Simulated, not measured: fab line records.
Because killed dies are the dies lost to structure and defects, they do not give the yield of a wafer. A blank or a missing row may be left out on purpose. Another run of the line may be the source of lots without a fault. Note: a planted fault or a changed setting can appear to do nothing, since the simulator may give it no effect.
The tool behind it: which one? ; flow berkeley-cmos170 ; 14 lots, 42 wafers sampled, at 5 steps of a route of 331

WHAT THE GAUGES SHOWED, per wafer
UCB170_ACTIVE_CD_MEAS_13: target cd 1200 nm. Usual: cd-nm 1199.8 nm, standard deviation 1.4.
lot;measured;on;cd-nm (nm);flag
L485;day 4 06:44;cd-sem-02;1200.5 1199.3 1199.1;
L486;day 4 19:48;cd-sem-01;1200.9 1198.8 1200.4;
L487;day 5 12:58;cd-sem-01;1200.1 1199.8 1198.6;
L489;day 5 13:13;cd-sem-02;1197.8 1197.7 1197.7;
L492;day 6 00:04;cd-sem-01;1201.2 1201.0 1199.9;
L491;day 6 00:14;cd-sem-02;1201.9 1200.9 1200.4;
L490;day 6 00:29;cd-sem-02;1194.3 1194.9 1193.7;OFF
L493;day 6 18:08;cd-sem-01;1199.6 1198.3 1200.9;
L494;day 6 18:38;cd-sem-01;1192.7 1192.1 1190.7;OFF
L500;day 8 11:27;cd-sem-01;1200.8 1200.8 1201.3;
L503;day 8 16:46;cd-sem-01;1198.0 1198.4 1199.6;
L507;day 9 11:31;cd-sem-01;1199.3 1199.9 1198.9;
L506;day 9 11:56;cd-sem-01;1200.4 1200.9 1200.8;
L508;day 10 03:53;cd-sem-01;1197.8 1198.3 1197.7;

UCB170_CONTACT_CD_MEAS_15: target cd 700 nm. Usual: cd-nm 700.1 nm, standard deviation 1.3.
lot;measured;on;cd-nm (nm);flag
L485;day 7 16:31;cd-sem-01;699.3 700.9 700.4;
L486;day 8 05:40;cd-sem-01;700.6 700.2 701.2;
L487;day 9 08:16;cd-sem-01;701.2 701.7 700.9;
L489;day 9 05:14;cd-sem-01;700.6 700.8 699.8;
L492;day 9 16:56;cd-sem-02;699.3 700.2 699.1;
L491;day 9 16:47;cd-sem-02;700.4 700.7 699.6;
L490;day 9 20:25;cd-sem-02;697.8 698.2 698.1;
L493;day 10 06:05;cd-sem-02;697.9 697.3 698.8;
L494;day 10 05:28;cd-sem-02;698.6 698.6 698.6;
L500;day 11 17:59;cd-sem-01;699.4 698.8 699.5;
L503;day 12 00:59;cd-sem-02;698.9 700.4 700.4;
L507;day 13 04:53;cd-sem-02;699.7 699.7 699.5;
L506;day 13 04:39;cd-sem-01;700.0 698.7 701.0;
L508;day 14 01:31;cd-sem-01;703.9 705.0 704.0;OFF

UCB170_V1_CD_MEAS_12: target cd 700 nm. Usual: cd-nm 700.1 nm, standard deviation 1.1.
lot;measured;on;cd-nm (nm);flag
L485;day 8 00:01;cd-sem-01;698.8 699.9 699.2;
L486;day 8 11:33;cd-sem-01;701.2 700.5 701.4;
L487;day 9 14:51;cd-sem-01;700.1 702.0 700.6;
L489;day 9 14:35;cd-sem-02;700.7 701.0 701.5;
L492;day 10 00:54;cd-sem-01;700.6 700.6 698.9;
L491;day 10 00:13;cd-sem-01;699.9 700.3 699.6;
L490;day 10 02:15;cd-sem-01;700.6 699.2 699.3;
L493;day 10 12:54;cd-sem-01;701.6 701.6 701.7;
L494;day 10 11:32;cd-sem-02;700.6 700.0 700.7;
L500;day 12 03:16;cd-sem-02;698.7 698.8 698.4;
L503;day 12 07:59;cd-sem-01;700.8 700.8 700.4;
L507;day 13 12:14;cd-sem-02;700.2 701.6 700.3;
L506;day 13 11:29;cd-sem-02;700.5 699.9 699.6;
L508;day 14 08:04;cd-sem-01;699.5 699.8 699.7;

EACH LOT AND THE TOOL THAT RAN IT (in order: tool; ch and the chambers of the sampled wafers; start)
lot;UCB170_ACTIVE_PEB_11;UCB170_GATE_ETCH_14
L485;litho-track-03 ch 0, day 4 06:08;rie-diel-04 ch 0,1,2, day 6 16:13
L486;litho-track-01 ch 0, day 4 19:32;rie-diel-04 ch 1,2, day 7 03:43
L487;litho-track-02 ch 0, day 5 12:42;rie-diel-02 ch 2,3, day 8 09:25
L489;litho-track-02 ch 0, day 5 12:57;rie-diel-04 ch 0,1,2, day 8 09:32
L492;litho-track-03 ch 0, day 5 23:48;rie-diel-01 ch 1,2, day 8 18:55
L491;litho-track-01 ch 0, day 5 23:58;rie-diel-04 ch 1,2,3, day 8 18:40
L490;litho-track-03 ch 0, day 6 00:13;rie-diel-01 ch 1,2,3, day 8 19:14
L493;litho-track-01 ch 0, day 6 17:53;rie-diel-01 ch 1,2, day 9 08:45
L494;litho-track-03 ch 0, day 6 18:22;rie-diel-04 ch 1,2,3, day 9 08:31
L500;litho-track-01 ch 0, day 8 11:11;rie-diel-01 ch 0,2, day 10 20:29
L503;litho-track-01 ch 0, day 8 16:29;rie-diel-02 ch 0,1,2, day 11 04:07
L507;litho-track-03 ch 0, day 9 11:14;rie-diel-04 ch 0,1, day 12 01:24
L506;litho-track-02 ch 0, day 9 11:36;rie-diel-04 ch 0,3, day 12 01:34
L508;litho-track-03 ch 0, day 10 03:37;rie-diel-04 ch 0,3, day 12 21:06
- UCB170_ACTIVE_PEB_11
- UCB170_GATE_ETCH_14: etches BARC in N2/H2.

WHAT THE TOOLS THEMSELVES READ (means of the sampled wafers that have a number; where no wafer has one, the mark that the record gives instead)
UCB170_ACTIVE_PEB_11. Usual: chill-plate-temp-C 23.01 C, standard deviation 0.12; heater-power-total-W 56.80 W, standard deviation 0.049; plate-temp-C 130.00 C, standard deviation 0.14.
lot;tool;chill-plate-temp-C (C);heater-power-total-W (W);plate-temp-C (C);flag
L485;litho-track-03;23.11;56.81;129.93;
L486;litho-track-01;22.95;56.82;130.10;
L487;litho-track-02;22.92;56.78;130.07;
L489;litho-track-02;23.11;56.83;130.10;
L492;litho-track-03;23.11;56.82;129.98;
L491;litho-track-01;22.96;56.85;129.97;
L490;litho-track-03;23.03;57.41;130.97;OFF
L493;litho-track-01;22.85;56.80;129.91;
L494;litho-track-03;23.16;57.36;130.89;OFF
L500;litho-track-01;22.90;56.81;129.91;
L503;litho-track-01;22.86;56.81;129.99;
L507;litho-track-03;23.07;56.81;130.17;
L506;litho-track-02;23.11;56.81;130.13;
L508;litho-track-03;23.04;56.78;130.01;

UCB170_GATE_ETCH_14. Usual: bias-w 99.99 W, standard deviation 0.29; drypump-motor-current-A 6.0 A, standard deviation 0.46; n2-flow-sccm 99.96 sccm, standard deviation 0.3; oes-product-au 1.001 a.u., standard deviation 0.013; throttle-valve-pct 13.27 %, standard deviation 0.19.
lot;tool;bias-w (W);drypump-motor-current-A (A);n2-flow-sccm (sccm);oes-product-au (a.u.);throttle-valve-pct (%);flag
L485;rie-diel-04;100.06;5.6;99.54;1.001;13.11;
L486;rie-diel-04;100.07;5.5;100.00;1.003;13.15;
L487;rie-diel-02;99.77;6.2;100.07;1.019;13.41;
L489;rie-diel-04;99.62;5.6;99.99;1.009;13.11;
L492;rie-diel-01;100.07;5.8;99.92;0.990;13.51;
L491;rie-diel-04;99.77;5.8;100.06;1.002;13.28;
L490;rie-diel-01;99.80;5.9;99.88;0.995;13.34;
L493;rie-diel-01;99.95;5.8;99.70;1.001;13.50;
L494;rie-diel-04;100.20;5.8;100.07;1.009;13.27;
L500;rie-diel-01;100.04;6.2;99.92;0.992;13.35;
L503;rie-diel-02;99.98;5.9;100.07;1.002;13.30;
L507;rie-diel-04;99.89;5.7;99.47;1.007;13.09;
L506;rie-diel-04;99.35;6.2;99.79;0.994;13.14;
L508;rie-diel-04;99.88;6.2;100.34;0.995;13.16;

THE ANSWER, worked out from the rows above alone
Rule: a lot counts as off when the mean over its wafers that have a number is more than 3 standard deviations away from the usual mean. A lot without any number at a reading at which 4 lots or more have one is off too. All remaining lots with rows at the step are treated as sound. First the gauges in route order, then the tools' own readings, where a lot's mean is used as printed above. At the first step where some lot is off, the reading lying furthest off is the one used; lots without a number count as furthest.
Off, at UCB170_ACTIVE_CD_MEAS_13 on cd-nm: L490, L494.
A tool fits if, at a process step before that reading, it ran every lot that is off, and no sound lot after the first of them. Not tried: the gauges at UCB170_ACTIVE_CD_MEAS_13; whatever is off there is also off at UCB170_ACTIVE_PEB_11, on other tools, and gauge error can't account for it. Not one of the candidates tried fits.

WHAT WAS PUT IN BY THE SIMULATOR
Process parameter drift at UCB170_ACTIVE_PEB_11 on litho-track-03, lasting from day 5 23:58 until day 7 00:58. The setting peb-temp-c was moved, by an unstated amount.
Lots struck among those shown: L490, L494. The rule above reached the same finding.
